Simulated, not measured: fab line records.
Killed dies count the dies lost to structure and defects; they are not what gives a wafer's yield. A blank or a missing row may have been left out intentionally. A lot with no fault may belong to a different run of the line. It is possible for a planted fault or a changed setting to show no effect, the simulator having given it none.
fab line records | flow rit_cmos
record: lots: 6 | wafers: 18 | last_day: 7
route steps=202 shown NRETRO@60 PRETRO@64 M1@202
lots that met no fault: from a run of the same line without faults
start_h: the number of hours between the record's first day and the start of the first shown wafer of the lot | wait_h: hours elapsed since this lot's preceding step | " identical to the entry in the row above | L1.1+2: a single row standing in for several wafers | - no value, or no start was given | * or withheld: withheld | < > ~ a bound
route shown NAME@n: names a module that has steps shown in the file, with the first one's number in the route | usual: mean/standard deviation of fault-free wafers | same: alike in all rows | chamber/n: place in a boat | sites: the reading at each site | _std_site: their standard deviation | _edge_site: outer sites' mean less inner sites' | radius_mm: for every site, how far away it sits from the centre of the wafer | mask NAME#n: copy n | behind: tool/chamber where the wafer was last shaped | hold: why the lot was held/for how many hours/how that ended | device: which transistor (n, p or np) failed to switch | end of line: tests run on the same wafers once the route is complete | step lacking rows: just its recipe | killed: not the wafer's yield, but the dies lost to structure and defects at the first sort | map: shows each die of a wafer: x if killed, . if not, _ if none is there
set.NAME: the setting that was run; set.NAME@STEP: the one run at that earlier step | model.NAME: the simulator's own value behind a step, which no gauge read
lots at selected steps of the route; one table per step, one row per wafer
services: from which hour (start_h, from the record's first day; less than 0 if before it) a tool's chamber was out of use, for how many hours, and why
== steps ==
step: RIT_NRETRO_HARDBAKE_07
recipe: resist: NOVOLAK | temp_c: 140 | time_s: 120
step: RIT_NRETRO_IMPLANT_08
recipe: species: P | energy_kev: 69.49 | dose_cm2: 1e+13 | tilt_deg: 7
step: RIT_NRETRO_STRIP_09
recipe: chemistry: O2 | time_s: 180 | resist: NOVOLAK | platen_temp_c: withheld | power_w: 500 | pressure_mtorr: 4000 | o2_flow_sccm: 4000
usual: drypump_motor_current_A: 5.6/0.57
lot.wafer | tool            | chamber | start_h | wait_h | drypump_motor_current_A | rf_hours_counter_h
L249.1    | plasma_asher-02 | 1       | 80.42   | 0.1    | 6.5                     | 28
L249.3    | "               | 0       | "       | "      | 6.0                     | -
L249.6    | "               | 0       | "       | "      | 5.9                     | -
L250.1    | plasma_asher-04 | 0       | 88.42   | 0.1    | 6.2                     | 45
L250.2    | "               | 1       | "       | "      | 5.0                     | 45
L250.3    | "               | 1       | "       | "      | 5.0                     | -
L252.2    | plasma_asher-03 | 0       | 94.49   | 0.1    | 5.7                     | 46
L252.3    | "               | 1       | "       | "      | 4.9                     | -
L252.4    | "               | 0       | "       | "      | 5.7                     | -
L254.2    | plasma_asher-02 | 1       | 106.95  | 0.1    | 6.5                     | 31
L254.3    | "               | 1       | "       | "      | 6.5                     | -
L254.6    | "               | 1       | "       | "      | 6.5                     | -
L259.3    | plasma_asher-04 | 1       | 129.54  | 0.1    | 5.0                     | -
L259.4    | "               | 0       | "       | "      | 6.2                     | -
L259.5    | "               | 0       | "       | "      | 6.2                     | -
L262.3    | plasma_asher-03 | 0       | 145.65  | 0.1    | 5.7                     | -
L262.5    | "               | 1       | "       | "      | 4.9                     | -
L262.6    | "               | 0       | "       | "      | 5.7                     | -
step: RIT_NRETRO_TW_MEAS_10
usual: NRETRO_TW: 1048/6.1
lot.wafer | tool          | chamber | start_h | wait_h | NRETRO_TW
L249.1    | film_metro-01 | -       | 80.59   | 0.1    | 1048
L249.3    | "             | -       | "       | "      | 1057
L249.6    | "             | -       | "       | "      | 1057
L250.1    | film_metro-01 | -       | 88.60   | 0.1    | 1054
L250.2    | "             | -       | "       | "      | 1056
L250.3    | "             | -       | "       | "      | 1052
L252.2    | film_metro-01 | -       | 94.68   | 0.1    | 1048
L252.3    | "             | -       | "       | "      | 1050
L252.4    | "             | -       | "       | "      | 1053
L254.2    | film_metro-01 | -       | 107.14  | 0.1    | 1042
L254.3    | "             | -       | "       | "      | 1046
L254.6    | "             | -       | "       | "      | 1044
L259.3    | film_metro-04 | -       | 129.68  | 0.1    | 1041
L259.4    | "             | -       | "       | "      | 1050
L259.5    | "             | -       | "       | "      | 1045
L262.3    | film_metro-04 | -       | 145.79  | 0.1    | 1049
L262.5    | "             | -       | "       | "      | 1057
L262.6    | "             | -       | "       | "      | 1056
step: RIT_PRETRO_HMDS_00
recipe: prime_time_s: 60 | prime_temp_c: 140
step: RIT_PRETRO_COAT_01
recipe: resist: NOVOLAK | spin_rpm: 2000 | resist_thk_nm: 1300
step: RIT_PRETRO_SOFTBAKE_02
recipe: resist: NOVOLAK | temp_c: 90 | time_s: 60
step: RIT_PRETRO_EXPOSE_03
recipe: mask_id: M5 | na: 0.57 | target_cd_nm: 43700 | dose_mj: 250
step: RIT_PRETRO_PEB_04
recipe: resist: NOVOLAK | temp_c: withheld | time_s: withheld
step: RIT_PRETRO_DEVELOP_05
recipe: resist: NOVOLAK | develop_time_s: 68 | dev_temp_c: 23
step: RIT_PRETRO_OVL_MEAS_06
usual: PRETRO_OVL: -1.2/1.5
lot.wafer | tool       | chamber | start_h | wait_h | PRETRO_OVL[nm]
L249.1    | overlay-01 | -       | 81.58   | -      | -0.9
L249.3    | "          | -       | "       | "      | -0.9
L249.6    | "          | -       | "       | "      | -1.8
L250.1    | overlay-01 | -       | 89.54   | -      | -1.5
L250.2    | "          | -       | "       | "      | -0.1
L250.3    | "          | -       | "       | "      | -0.4
L252.2    | overlay-02 | -       | 95.74   | -      | 0.3
L252.3    | "          | -       | "       | "      | 0.0
L252.4    | "          | -       | "       | "      | -0.7
L254.2    | overlay-02 | -       | 108.10  | -      | -1.7
L254.3    | "          | -       | "       | "      | -0.1
L254.6    | "          | -       | "       | "      | 0.2
L259.3    | overlay-01 | -       | 130.61  | -      | -0.2
L259.4    | "          | -       | "       | "      | -0.3
L259.5    | "          | -       | "       | "      | -2.9
L262.3    | overlay-01 | -       | 146.72  | -      | -4.6
L262.5    | "          | -       | "       | "      | -2.8
L262.6    | "          | -       | "       | "      | -4.5
step: RIT_PRETRO_HARDBAKE_07
recipe: resist: NOVOLAK | temp_c: 140 | time_s: 120
step: RIT_PRETRO_IMPLANT_08
recipe: species: B | energy_kev: 45.71 | dose_cm2: 1.2e+13 | tilt_deg: 7
usual: beam_energy_keV: 45.710/0.014 | tilt_deg: 7.003/0.021
lot.wafer | tool         | chamber | start_h | wait_h | beam_energy_keV | tilt_deg
L249.1    | implanter-02 | 0       | 81.87   | 0.2    | 45.724          | 6.981
L249.3    | "            | 0       | "       | "      | 45.733          | 7.011
L249.6    | "            | 0       | "       | "      | 45.730          | 6.999
L250.1    | implanter-03 | 0       | 89.82   | 0.2    | 45.708          | 6.985
L250.2    | "            | 0       | "       | "      | 45.717          | 6.976
L250.3    | "            | 0       | "       | "      | 45.726          | 6.989
L252.2    | implanter-03 | 0       | 96.04   | 0.2    | 45.716          | 5.274
L252.3    | "            | 0       | "       | "      | 45.712          | 5.263
L252.4    | "            | 0       | "       | "      | 45.718          | 5.269
L254.2    | implanter-02 | 0       | 108.44  | 0.2    | 45.716          | 7.020
L254.3    | "            | 0       | "       | "      | 45.704          | 7.014
L254.6    | "            | 0       | "       | "      | 45.742          | 7.010
L259.3    | implanter-03 | 0       | 131.03  | 0.2    | 45.734          | 5.234
L259.4    | "            | 0       | "       | "      | 45.732          | 5.239
L259.5    | "            | 0       | "       | "      | 45.711          | 5.249
L262.3    | implanter-02 | 0       | 147.04  | 0.2    | 45.706          | 6.954
L262.5    | "            | 0       | "       | "      | 45.701          | 7.016
L262.6    | "            | 0       | "       | "      | 45.709          | 7.037
step: RIT_PRETRO_STRIP_09
recipe: chemistry: O2 | time_s: 180 | resist: NOVOLAK | platen_temp_c: withheld | power_w: 500 | pressure_mtorr: 4000 | o2_flow_sccm: 4000
usual: drypump_motor_current_A: 5.8/0.6
lot.wafer | tool            | chamber | start_h | wait_h | drypump_motor_current_A | rf_hours_counter_h
L249.1    | plasma_asher-01 | 1       | 82.02   | 0.1    | 4.8                     | 46
L249.3    | "               | 1       | "       | "      | 4.8                     | -
L249.6    | "               | 0       | "       | "      | 5.4                     | -
L250.1    | plasma_asher-02 | 1       | 89.97   | 0.1    | 6.5                     | 29
L250.2    | "               | 0       | "       | "      | 6.0                     | 29
L250.3    | "               | 0       | "       | "      | 6.0                     | -
L252.2    | plasma_asher-03 | 1       | 96.17   | 0.1    | 4.9                     | 47
L252.3    | "               | 1       | "       | "      | 4.9                     | -
L252.4    | "               | 0       | "       | "      | 5.7                     | -
L254.2    | plasma_asher-02 | 0       | 108.56  | 0.1    | 6.0                     | 31
L254.3    | "               | 1       | "       | "      | 6.5                     | -
L254.6    | "               | 0       | "       | "      | 6.0                     | -
L259.3    | plasma_asher-02 | 0       | 131.19  | 0.1    | 6.0                     | -
L259.4    | "               | 1       | "       | "      | 6.5                     | -
L259.5    | "               | 1       | "       | "      | 6.5                     | -
L262.3    | plasma_asher-02 | 0       | 147.20  | 0.1    | 6.0                     | -
L262.5    | "               | 1       | "       | "      | 6.5                     | -
L262.6    | "               | 0       | "       | "      | 6.0                     | -
step: RIT_M1_PROBE_99
usual: killed_at_front_end: 7/3 | killed_dies: 7.0/3 | killed_open: 3.5/2.1 | killed_short: 3.4/1.9
same: gross_dies: 264 | killed_at_M0_to_M3: 0 | killed_at_M4_up: 0 | killed_at_back_side: 0 | killed_at_contacts: 0 | killed_at_other: 0
lot.wafer | tool      | chamber | start_h | wait_h | killed_at_front_end | killed_dies | killed_open | killed_short | model.etest.nplus_sal.width_nm | model.etest.pplus_sal.width_nm | model.etest.nldd.width_nm | model.etest.pldd.width_nm
L249.1    | prober-01 | -       | 113.20  | 0.1    | 5                   | 5           | 2           | 3            | 3453                           | 3457                           | 3145                      | 3163
L249.3    | prober-01 | -       | 113.30  | 0.2    | 10                  | 10          | 5           | 5            | 3441                           | 3460                           | 3161                      | 3142
L249.6    | prober-01 | -       | 113.45  | 0.2    | 13                  | 13          | 9           | 4            | 3434                           | 3437                           | 3151                      | 3144
L250.1    | prober-02 | -       | 119.40  | 0.1    | 4                   | 4           | 3           | 1            | 3443                           | 3451                           | 3184                      | 3197
L250.2    | prober-02 | -       | 119.45  | 0.1    | 3                   | 3           | 2           | 1            | 3470                           | 3446                           | 3204                      | 3188
L250.3    | prober-02 | -       | 119.50  | 0.2    | 8                   | 8           | 4           | 4            | 3458                           | 3468                           | 3184                      | 3185
L252.2    | prober-02 | -       | 123.78  | 0.1    | 8                   | 8           | 6           | 2            | 3439                           | 3434                           | 3170                      | 3156
L252.3    | prober-02 | -       | 123.83  | 0.2    | 7                   | 7           | 3           | 4            | 3445                           | 3421                           | 3167                      | 3169
L252.4    | prober-02 | -       | 123.88  | 0.2    | 7                   | 7           | 6           | 1            | 3444                           | 3449                           | 3183                      | 3195
L254.2    | prober-02 | -       | 136.72  | 0.1    | 11                  | 11          | 3           | 8            | 3468                           | 3478                           | 3194                      | 3187
L254.3    | prober-02 | -       | 136.77  | 0.2    | 12                  | 12          | 10          | 1            | 3442                           | 3471                           | 3189                      | 3184
L254.6    | prober-02 | -       | 136.92  | 0.2    | 11                  | 11          | 7           | 3            | 3455                           | 3474                           | 3152                      | 3175
L259.3    | prober-01 | -       | 157.70  | 0.2    | 8                   | 8           | 5           | 3            | 3431                           | 3398                           | 3158                      | 3149
L259.4    | prober-01 | -       | 157.75  | 0.2    | 7                   | 7           | 5           | 2            | 3390                           | 3392                           | 3150                      | 3136
L259.5    | prober-01 | -       | 157.80  | 0.2    | 3                   | 3           | 2           | 1            | 3406                           | 3420                           | 3163                      | 3170
L262.3    | prober-02 | -       | 171.87  | 0.2    | 9                   | 9           | 4           | 5            | 3435                           | 3441                           | 3166                      | 3160
L262.5    | prober-02 | -       | 171.97  | 0.2    | 1                   | 1           | 0           | 1            | 3444                           | 3423                           | 3177                      | 3166
L262.6    | prober-02 | -       | 172.02  | 0.2    | 3                   | 3           | 1           | 2            | 3437                           | 3417                           | 3163                      | 3190
killed by level:class
L249.1 REOX:geometric_particle:short=2 GATE:geometric_particle:open=1 REOX:geometric_particle:open=1 SILICIDE:geometric_particle:short=1
L249.3 SILICIDE:geometric_particle:short=3 SILICIDE:geometric_particle:open=3 GATE:geometric_particle:open=2 REOX:geometric_particle:short=1 SPACER:geometric_particle:short=1
L249.6 GATE:geometric_particle:open=5 SILICIDE:geometric_particle:open=2 FOX1:geometric_particle:short=1 FOX1:geometric_particle:open=1 GATE:geometric_particle:short=1 REOX:geometric_particle:short=1 REOX:geometric_particle:open=1 SPACER:geometric_particle:short=1
L250.1 SILICIDE:geometric_particle:open=2 GATE:geometric_particle:open=1 SPACER:geometric_particle:short=1
L250.2 FOX1:geometric_particle:open=1 GATE:geometric_particle:open=1 GATE:geometric_particle:short=1
L250.3 GATE:geometric_particle:open=3 FOX2:geometric_particle:short=2 SPACER:geometric_particle:short=2 FOX2:geometric_particle:open=1
L252.2 GATE:geometric_particle:open=2 FOX1:geometric_particle:short=1 FOX2:geometric_particle:open=1 GATE:geometric_particle:short=1 REOX:geometric_particle:open=1 SPACER:geometric_particle:open=1 SILICIDE:geometric_particle:open=1
L252.3 SILICIDE:geometric_particle:short=2 FOX1:geometric_particle:short=1 REOX:geometric_particle:open=1 SPACER:geometric_particle:open=1 SPACER:geometric_particle:short=1 SILICIDE:geometric_particle:open=1
L252.4 SILICIDE:geometric_particle:open=2 FOX1:geometric_particle:open=1 FOX2:geometric_particle:open=1 GATE:geometric_particle:open=1 SPACER:geometric_particle:open=1 SPACER:geometric_particle:short=1
L254.2 SPACER:geometric_particle:short=3 GATE:geometric_particle:short=2 FOX1:geometric_particle:open=1 FOX1:geometric_particle:short=1 FOX2:geometric_particle:open=1 GATE:geometric_particle:open=1 REOX:geometric_particle:short=1 SILICIDE:geometric_particle:short=1
L254.3 GATE:geometric_particle:open=4 FOX1:geometric_particle:open=2 FOX2:geometric_particle:open=2 FOX1:geometric_particle:short=1 SPACER:geometric_particle:open=1 SILICIDE:geometric_particle:open=1 NWELL:coat_microbubble_printed=1
L254.6 GATE:geometric_particle:open=5 FOX1:geometric_particle:short=2 GATE:geometric_particle:short=1 REOX:geometric_particle:open=1 SPACER:geometric_particle:open=1 NWELL:coat_microbubble_printed=1
L259.3 GATE:geometric_particle:short=2 GATE:geometric_particle:open=2 FOX1:geometric_particle:open=1 SPACER:geometric_particle:short=1 SPACER:geometric_particle:open=1 SILICIDE:geometric_particle:open=1
L259.4 GATE:geometric_particle:open=3 FOX2:geometric_particle:open=1 GATE:geometric_particle:short=1 SPACER:geometric_particle:short=1 SILICIDE:geometric_particle:open=1
L259.5 GATE:geometric_particle:open=1 GATE:geometric_particle:short=1 SILICIDE:geometric_particle:open=1
L262.3 GATE:geometric_particle:short=5 FOX1:geometric_particle:open=1 GATE:geometric_particle:open=1 REOX:geometric_particle:open=1 SPACER:geometric_particle:open=1
L262.5 GATE:geometric_particle:short=1
L262.6 GATE:geometric_particle:short=2 SPACER:geometric_particle:open=1
== services ==
tool            | chamber | start_h | hours | kind
implanter-02    | -       | 58.44   | 2.9   | pm
plasma_asher-03 | -       | 63.43   | 0.4   | repair
implanter-02    | -       | 78.32   | 2.1   | repair
implanter-03    | -       | 84.04   | 0.6   | repair
implanter-03    | -       | 94.10   | 1.7   | repair
plasma_asher-01 | -       | 108.87  | 9.0   | pm
plasma_asher-01 | 0       | 108.87  | 9.0   | vent_cycle
plasma_asher-01 | 1       | 108.87  | 9.0   | vent_cycle
plasma_asher-01 | -       | 117.87  | 2.8   | pm
plasma_asher-01 | 0       | 117.87  | -     | clean
plasma_asher-01 | 1       | 117.87  | -     | clean
plasma_asher-01 | -       | 120.62  | 14.6  | pm
implanter-02    | -       | 141.39  | 5.6   | repair
== key ==
first_sign: step: RIT_PRETRO_IMPLANT_08 | reading: tilt_deg | direction: down | sigmas: 83 | usual: 7.003 | struck: 5.255
effect none on later readings
model_effect: step: RIT_M1_PROBE_99 | value: etest.nplus_sal.width_nm | without: 3439 | struck: 3426
met_at RIT_PRETRO_IMPLANT_08
struck_wafers L252.2,L252.3,L252.4,L259.3,L259.4,L259.5
tester_left_out L252,L259
onset_between 89.82 96.04
fault: kind: process_parameter_drift | tool: implanter-03 | chamber: - | onset_h: 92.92 | steps: RIT_PRETRO_IMPLANT_08 | channel: tilt_deg | offset: -1.7298 | shape: step | end_h: 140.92 | acts_in: these_recipes_only | stated: 7
tester_left_out: of these lots the tester's yield and bins aren't shown, on N5 and GAA mostly nor the transistor test; their killed dies are dies lost to structure and defects alone, not to doping, threshold or leakage, so they don't give the yield
